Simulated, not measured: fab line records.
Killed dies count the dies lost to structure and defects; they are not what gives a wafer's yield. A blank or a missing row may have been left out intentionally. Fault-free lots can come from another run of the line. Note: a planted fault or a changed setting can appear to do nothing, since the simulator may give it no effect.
Struck lot and sound lot, side by side ; flow berkeley cmos170 ; 27 out of 331 route steps
Sound: wafers L721.2, L721.4, L721.5. Wafers struck: L728.1, L728.3, L728.5. The cause is given at the end.
At each step with rows: each side's tool, then ch and its chambers, then its first start. Under that, the readings that differ: sound wafers ; struck wafers ; difference of the means ; sigmas: that difference in standard deviations of wafers without a fault.
alike: readings with means less than 2 such deviations apart, plus words and numbers identical on both sides. not compared: withheld readings, readings lacking a value on some wafer, bounds such as >300 that could conceal the same value, and numbers that have no deviation in the record and whose values overlap.
The two part at a step that has a row with sigmas, a row that says differs or no value, or rows on one side only. Numbers that have no deviation but don't overlap get no sigmas and don't part them. A reading missing from all wafers of one side parts the sides only when that side holds two or more wafers.

UCB170_SPACER_THK_MEAS_01:
  sound on film metro-04, day 8 22:28; struck on film metro-02, day 10 01:11
reading;sound;struck;difference;sigmas
SPACER_TEOS_THK (nm);383 386 385;369 370 372;-14;-3
then, 1 step without rows for these wafers: UCB170_SPACER_ANNEAL_02 (time 1800 s).
UCB170_SPACER_ETCHBACK_03: etches SiO2 in CHF3/CF4/Ar, stops on Si, target depth 376 nm, time 100 s.
  sound on rie diel-04 ch 1,3, day 9 02:10; struck on rie diel-04 ch 0,1,3, day 10 03:48
reading;sound;struck;difference;sigmas
oes product au (a.u.);0.924 0.919 0.931;0.878 0.903 0.886;-0.036;-3
  alike: drypump motor current A, rf fwd power W, throttle valve pct
  not compared: rf hours counter h
then, 6 steps without rows for these wafers: UCB170_PSD_HMDS_00 (prime time 60 s); UCB170_PSD_COAT_01 (resist thk 900 nm); UCB170_PSD_SOFTBAKE_02 (time 60 s); UCB170_PSD_EXPOSE_03 (exposes mask PSELECT MOD, target cd 1200 nm); UCB170_PSD_PEB_04; UCB170_PSD_DEVELOP_05 (develop time 45 s).
UCB170_PSD_CD_MEAS_06: the cd target is 1200 nm.
  sound on cd sem-02, day 9 03:46; struck on cd sem-02, day 10 05:17
  alike: cd nm
UCB170_PSD_OVL_MEAS_07:
  sound on overlay-02, day 9 03:53; struck on overlay-01, day 10 05:24
  alike: PSD_OVL
then, 1 step without rows for these wafers: UCB170_PSD_IMPLANT_08.
UCB170_PSD_STRIP_09: strips in O2.
  sound on plasma asher-02 ch 0,1, day 9 04:04; struck on plasma asher-03 ch 0,1, day 10 05:35
  no value came back on the struck wafers for chamber pressure mTorr (mTorr), drypump motor current A (A), oes product au (a.u.), strip time to endpoint s (s); on the sound wafers chamber pressure mTorr (mTorr) reads 3501 3502 3501
reading;sound;struck;difference;sigmas
model.KrF_of_PSD_COAT_01.thk nm (nm);0 0 0;884.1 885.2 886.7;+885.3;
  not compared: rf hours counter h
UCB170_PSD_TW_MEAS_10:
  sound on film metro-01, day 9 04:10; struck on film metro-01, day 10 05:41
  alike: PSD_TW
then, 7 steps without rows for these wafers: UCB170_PSD_CLEAN_11 (cleans in SPM, time 600 s); UCB170_NSD_HMDS_00 (prime time 60 s); UCB170_NSD_COAT_01 (resist thk 900 nm); UCB170_NSD_SOFTBAKE_02 (time 60 s); UCB170_NSD_EXPOSE_03 (exposes mask NSELECT MOD, target cd 1200 nm); UCB170_NSD_PEB_04; UCB170_NSD_DEVELOP_05 (develop time 45 s).
UCB170_NSD_CD_MEAS_06: the cd target is 1200 nm.
  sound on cd sem-02, day 9 05:52; struck on cd sem-01, day 10 07:50
  alike: cd nm
UCB170_NSD_OVL_MEAS_07:
  sound on overlay-01, day 9 05:58; struck on overlay-02, day 10 07:58
  alike: NSD_OVL
then, 1 step without rows for these wafers: UCB170_NSD_IMPLANT_08.
UCB170_NSD_STRIP_09: strips in O2.
  sound on plasma asher-01 ch 0, day 9 06:09; struck on plasma asher-04 ch 0,1, day 10 08:09
reading;sound;struck;difference;sigmas
oes product au (a.u.);0.523 0.536 0.533;0.618 0.619 0.621;+0.089;+20
strip time to endpoint s (s);35.98 35.91 35.93;62.09 62.08 62.11;+26.15;+99 or more
  alike: chamber pressure mTorr, drypump motor current A
  not compared: rf hours counter h
UCB170_NSD_TW_MEAS_10:
  sound on film metro-01, day 9 06:16; struck on film metro-03, day 10 08:15
reading;sound;struck;difference;sigmas
NSD_TW;4212 4187 4190;30 30 30;-4166;-99 or more
then, 1 step without rows for these wafers: UCB170_NSD_CLEAN_11 (cleans in SPM, time 600 s).

## WHERE THEY PART
Earliest at UCB170_SPACER_THK_MEAS_01; latest, in this record, at UCB170_NSD_TW_MEAS_10.

WHY: what the simulator had put in
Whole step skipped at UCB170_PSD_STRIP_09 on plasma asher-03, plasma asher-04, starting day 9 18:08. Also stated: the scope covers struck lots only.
